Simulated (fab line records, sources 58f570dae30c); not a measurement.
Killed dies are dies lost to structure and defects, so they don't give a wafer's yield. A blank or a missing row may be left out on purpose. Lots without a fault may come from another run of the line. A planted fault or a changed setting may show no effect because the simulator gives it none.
One fault seen from 2 desks | flow berkeley_cmos170 | each desk has only its own numbers; what lay behind them comes last

THE TOOL OWNER'S DESK: pvd_sputter-01
The tool's own readings at UCB170_M1_SPUTTER_00 (material Al, target thk 600 nm, time 80 s): means of the sampled wafers that have a number, for each lot that ran on this tool. A lot is out of limits, marked OUT, if its mean lies more than 4 standard deviations from the usual mean; the brackets give that distance.
Columns: A = throttle_valve_pct at UCB170_M1_SPUTTER_00, usual 30.2 %
lot  | first seen here | A
L191 | day 7 12:35     | 30.5
L195 | day 8 18:24     | 30.4
L199 | day 9 12:05     | 31.3
L201 | day 10 02:37    | 30.2
L205 | day 10 12:57    | 29.6
This desk's finding: nothing out of limits on any of the 5 lots.

THE METROLOGY DESK
What the gauges read, lot by lot, whatever tool the lot ran on: means of the sampled wafers that have a number. A lot is out of limits, marked OUT, if its mean lies more than 4 standard deviations from the usual mean; the brackets give that distance.
Columns: A = NSD_TW at UCB170_NSD_TW_MEAS_10, usual 4194; B = M1_AL_RS at UCB170_M1_RS_MEAS_01, usual 0.0487 ohm/sq; C = M1_AL_THK at UCB170_M1_THK_MEAS_02, usual 599 nm
lot  | first seen here | A    | B                 | C
L191 | day 7 06:08     | 4206 | 0.0486            | 604
L194 | day 7 20:05     | 4202 | 0.0487            | 600
L197 | day 8 08:45     | 4144 | 0.0489            | 593
L195 | day 8 08:59     | 4205 | 0.0490            | 592
L196 | day 8 09:16     | 4138 | 0.0481            | 608
L198 | day 9 02:58     | 4221 | 0.0486            | 600
L199 | day 9 03:11     | 4213 | 0.0500            | 577
L201 | day 9 16:23     | 4260 | 0.0486            | 598
L205 | day 10 04:44    | 4143 | 0.0544 (+8.3) OUT | 542 (-6.6) OUT
L208 | day 10 04:51    | 4206 | 0.0479            | 606
L210 | day 11 00:20    | 4214 | 0.0481            | 604
L214 | day 11 11:57    | 4144 | 0.0490            | 599
L213 | day 11 14:32    | 4269 | 0.0475            | 609
This desk's finding: out of limits on L205; first on L205, day 10 13:04 (M1_AL_RS at UCB170_M1_RS_MEAS_01). In limits: L191, L194, L197, L195, L196, L198, L199, L201, L208, L210, L214, L213.

PUT TOGETHER
The metrology desk could have raised an alarm at day 10 13:04, on L205.
The tool owner's desk saw nothing out of limits.
The tool owner's desk has L205 on record, within its limits.
Of the lots named, all ran UCB170_M1_SPUTTER_00 on pvd_sputter-01.

WHAT THE SIMULATOR HAD PUT IN
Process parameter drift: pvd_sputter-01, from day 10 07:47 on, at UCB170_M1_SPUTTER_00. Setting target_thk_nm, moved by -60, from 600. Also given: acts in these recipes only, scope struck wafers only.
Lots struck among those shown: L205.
Hours from the fault's start to each desk's first reading out of limits: the metrology desk, 5.
